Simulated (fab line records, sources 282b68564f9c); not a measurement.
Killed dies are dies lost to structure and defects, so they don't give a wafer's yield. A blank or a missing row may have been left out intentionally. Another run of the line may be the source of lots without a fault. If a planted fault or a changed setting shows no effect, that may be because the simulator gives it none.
A lot that was struck, set against a sound lot	flow rit-cmos	26 out of 202 route steps
Sound: the wafers L985.2, L985.3, L985.4. Wafers struck: L999.1, L999.4, L999.6. The cause is named last.
Each step with rows lists, per side, the tool, then ch with its chambers, then its first start. Under that, the readings that differ: sound wafers	struck wafers	difference of the means	sigmas: that difference in standard deviations of wafers without a fault.
alike: same words and numbers on both sides, and readings whose means sit less than 2 such deviations apart. not compared: any withheld reading, any reading some wafer has no value for, any bound like >300 that may hide the same value, and any number with overlapping values for which the record gives no deviation.
Wherever a step has rows on one side only, a row that says differs or no value, or a row with sigmas, the two part there. Numbers that have no deviation but don't overlap get no sigmas and don't part them. A reading that every wafer of one side lacks parts them only if that side has two wafers or more.

first, 2 steps without rows for these wafers: RIT_REOX_CLEAN_02 (cleans in SC2, time 600 s); RIT_REOX_OXIDATION_03 (target thk 25.2 nm, ox time 5580 s).
RIT_REOX_THK_MEAS_04:
  sound: film-metro-04 at day 2 20:52; struck: film-metro-01 at day 5 17:28
reading	sound	struck	difference	sigmas
REOX_OXIDE_THK (nm)	24.8 24.8 25.0	25.8 26.0 25.9	+1.0	+2
then, 6 steps without rows for these wafers: RIT_NLDD_HMDS_00 (prime time 60 s); RIT_NLDD_COAT_01 (resist thk 1000 nm); RIT_NLDD_SOFTBAKE_02 (time 60 s); RIT_NLDD_EXPOSE_03 (exposes mask M7, target cd 40700 nm); RIT_NLDD_PEB_04; RIT_NLDD_DEVELOP_05 (develop time 50 s).
RIT_NLDD_OVL_MEAS_06:
  sound: overlay-01 at day 2 21:52; struck: overlay-02 at day 5 18:23
reading	sound	struck	difference	sigmas
NLDD_OVL (nm)	2.3 2.9 2.5	-1.0 -0.7 0.6	-2.9	-2
then, 2 steps without rows for these wafers: RIT_NLDD_HARDBAKE_07 (time 60 s); RIT_NLDD_IMPLANT_08.
RIT_NLDD_STRIP_09: strips in O2, time 180 s.
  sound on plasma-asher-03 ch 0,1, day 2 22:12; struck on plasma-asher-04 ch 0,1, day 5 18:43
reading	sound	struck	difference	sigmas
run-length-s (s)	207.6 207.5 208.2	72.9 72.0 72.2	-135.4	-99 or more
model.NOVOLAK_of_NLDD_COAT_01.thk-nm (nm)	0 0 0	154.1 153.3 156.5	+154.6	
  alike: chamber-pressure-mTorr, drypump-motor-current-A
  not compared: rf-hours-counter-h
RIT_NLDD_TW_MEAS_10:
  sound: film-metro-01 at day 2 22:23; struck: film-metro-02 at day 5 18:54
  alike: NLDD_TW
then, 6 steps without rows for these wafers: RIT_PLDD_HMDS_00 (prime time 60 s); RIT_PLDD_COAT_01 (resist thk 1000 nm); RIT_PLDD_SOFTBAKE_02 (time 60 s); RIT_PLDD_EXPOSE_03 (exposes mask M8, target cd 40900 nm); RIT_PLDD_PEB_04; RIT_PLDD_DEVELOP_05 (develop time 50 s).
RIT_PLDD_OVL_MEAS_06:
  sound: overlay-02 at day 2 23:31; struck: overlay-01 at day 5 19:50
  alike: PLDD_OVL
then, 2 steps without rows for these wafers: RIT_PLDD_HARDBAKE_07 (time 60 s); RIT_PLDD_IMPLANT_08.
RIT_PLDD_STRIP_09: strips in O2, time 180 s.
  sound on plasma-asher-04 ch 0,1, day 2 23:51; struck on plasma-asher-01 ch 0,1, day 5 20:13
  alike: chamber-pressure-mTorr, drypump-motor-current-A, run-length-s
  not compared: rf-hours-counter-h
RIT_PLDD_TW_MEAS_10:
  sound: film-metro-01 at day 3 00:02; struck: film-metro-01 at day 5 20:23
reading	sound	struck	difference	sigmas
PLDD_TW	2384 2386 2388	30 30 30	-2356	-84
then, 1 step without rows for these wafers: RIT_SPACER_CLEAN_00 (cleans in SC1, time 600 s).

WHERE THEY PART
At RIT_REOX_THK_MEAS_04 first; at RIT_PLDD_TW_MEAS_10 last (within this record only).

WHY: what the simulator had put in
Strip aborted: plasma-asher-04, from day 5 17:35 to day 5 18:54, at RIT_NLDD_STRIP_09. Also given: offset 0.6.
